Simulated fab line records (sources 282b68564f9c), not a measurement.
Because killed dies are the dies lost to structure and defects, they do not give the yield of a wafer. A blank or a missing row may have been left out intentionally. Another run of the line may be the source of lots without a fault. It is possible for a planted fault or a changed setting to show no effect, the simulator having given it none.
A lot that was struck, set against a sound lot	flow rit cmos	14 steps out of a route of 202
Sound: the wafers L882.1, L882.3, L882.5. Wafers L873.2, L873.4, L873.5 were the ones struck. The cause is named last.
Per side, at each step with rows, come the tool, then ch with its chambers, and then its first start. Under that, the readings that differ: sound wafers	struck wafers	difference of the means	sigmas: that difference in standard deviations of wafers without a fault.
alike: readings with means less than 2 such deviations apart, plus words and numbers identical on both sides. not compared: withheld readings, readings lacking a value on some wafer, bounds such as >300 that could conceal the same value, and numbers that have no deviation in the record and whose values overlap.
The two part at a step that has a row with sigmas, a row that says differs or no value, or rows on one side only. Numbers that have no deviation but don't overlap get no sigmas and don't part them. Lack of a reading on every wafer of one side parts them only where that side has two or more wafers.

RIT_SILICIDE_RS_MEAS_02: the measuring method here is four-point-probe.
  sound on film metro-01, day 6 04:29; struck on film metro-04, day 4 09:28
  alike: SILICIDE_TI_RS
RIT_SILICIDE_THK_MEAS_03: measures by xrf.
  sound on film metro-01, day 6 04:36; struck on film metro-04, day 4 09:34
  alike: SILICIDE_TI_THK
RIT_SILICIDE_RTA_04: time 10 s, ramp up 5 s, ramp down 5 s.
  sound on rtp anneal-02 ch 0, day 6 04:40; struck on rtp anneal-01 ch 0, day 4 09:38
  alike: wafer_temp_C_max
then, 1 step without rows for these wafers: RIT_SILICIDE_WET_ETCH_05 (etches Ti in SPM, time 120 s).
RIT_SILICIDE_RTA_06: time 10 s, ramp up 5 s, ramp down 10 s.
  sound on rtp anneal-01 ch 0, day 6 04:47; struck on rtp anneal-02 ch 0, day 4 09:45
  alike: wafer_temp_C_max
RIT_CONTACT_CVD_00: deposits SiO2 from TEOS, target thk 400 nm, time 61 s.
  sound on pecvd-02 ch 0,1, day 6 04:50; struck on pecvd-02 ch 0,1,2, day 4 09:48
  alike: heater power w
RIT_CONTACT_THK_MEAS_01:
  sound on film metro-02, day 6 04:53; struck on film metro-01, day 4 09:52
  alike: CONTACT_TEOS_THK
then, 5 steps without rows for these wafers: RIT_CONTACT_HMDS_02 (prime time 60 s); RIT_CONTACT_COAT_03 (resist thk 1000 nm); RIT_CONTACT_SOFTBAKE_04 (time 60 s); RIT_CONTACT_EXPOSE_05 (exposes mask M11, target cd 1000 nm); RIT_CONTACT_PEB_06.
RIT_CONTACT_DEVELOP_07: develop time 125.5 s.
  struck on litho track-03, day 4 10:00; sound on litho track-04 ch 0, day 6 05:00
  no value came back on the struck wafers for chill plate temp C (C), develop time s (s); on the sound wafers chill plate temp C (C) reads 23.10 22.97 23.20
RIT_CONTACT_CD_MEAS_08 targets a cd of 1000 nm.
  sound on cd sem-02, day 6 06:02; struck on cd sem-02, day 4 11:03
reading	sound	struck	difference	sigmas
cd nm (nm)	1003.0 1000.9 1001.4	- - -	no value on the struck wafers	

== WHERE THEY PART ==
First at RIT_CONTACT_DEVELOP_07; last, within this record, at RIT_CONTACT_CD_MEAS_08.

WHY: what had been put in by the simulator
Entire step skipped (litho track-03, RIT_CONTACT_DEVELOP_07), from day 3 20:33 onward. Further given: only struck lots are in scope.
